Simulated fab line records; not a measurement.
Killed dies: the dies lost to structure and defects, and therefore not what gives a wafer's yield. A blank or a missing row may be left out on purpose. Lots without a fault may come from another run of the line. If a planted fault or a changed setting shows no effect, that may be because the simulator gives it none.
What tool caused it? | flow berkeley-cmos170 | 7 lots with 21 wafers sampled at 2 steps, on a route of 331 steps

## WHAT THE GAUGES SHOWED, per wafer
UCB170_V1_BOW_MEAS_03.
lot  | measured     | on            | V1_BOW (um)
L671 | day 8 21:44  | film-metro-02 | 22 2 10
L677 | day 10 15:38 | film-metro-04 | 21 15 19
L679 | day 11 07:44 | film-metro-04 | 18 18 19
L683 | day 12 01:17 | film-metro-04 | 10 24 19
L686 | day 12 23:57 | film-metro-04 | 0 15 13
L688 | day 13 00:15 | film-metro-03 | 20 12 13
L691 | day 13 09:14 | film-metro-04 | 18 19 25

## TOOL THAT RAN EACH LOT (tool first, then ch and the chambers of the sampled wafers, then the start)
lot  | UCB170_NWELL_WET_ETCH_18
L671 | wet-bench-04 ch 1, day 3 02:56
L677 | wet-bench-04 ch 3, day 4 10:47
L679 | wet-bench-04 ch 3, day 4 22:04
L683 | wet-bench-03 ch 1, day 5 19:33
L686 | wet-bench-03 ch 3, day 6 17:08
L688 | wet-bench-01 ch 1, day 7 02:29
L691 | wet-bench-01 ch 2, day 7 08:37
- UCB170_NWELL_WET_ETCH_18: etches Si3N4 in H3PO4, time 14400 s.

## THE ANSWER, worked out from the rows above alone
Rule: what is usual is taken from the lots themselves. Put in order of their means at a reading, lots are off if they are a third of the lots or fewer, leave a main group of 4 or more, and stand apart from it by a gap of 3 or more times the standard deviation of the main group's means; of several such gaps the widest counts. Not used: any main group whose means are identical at the precision the tables above print for the reading. A lot without any number at a reading at which 4 lots or more have one is off too. Any other lot the step has rows for is counted as sound.
None of the lots is off at any reading shown; this tells nothing.

## WHAT HAD BEEN PUT IN BY THE SIMULATOR
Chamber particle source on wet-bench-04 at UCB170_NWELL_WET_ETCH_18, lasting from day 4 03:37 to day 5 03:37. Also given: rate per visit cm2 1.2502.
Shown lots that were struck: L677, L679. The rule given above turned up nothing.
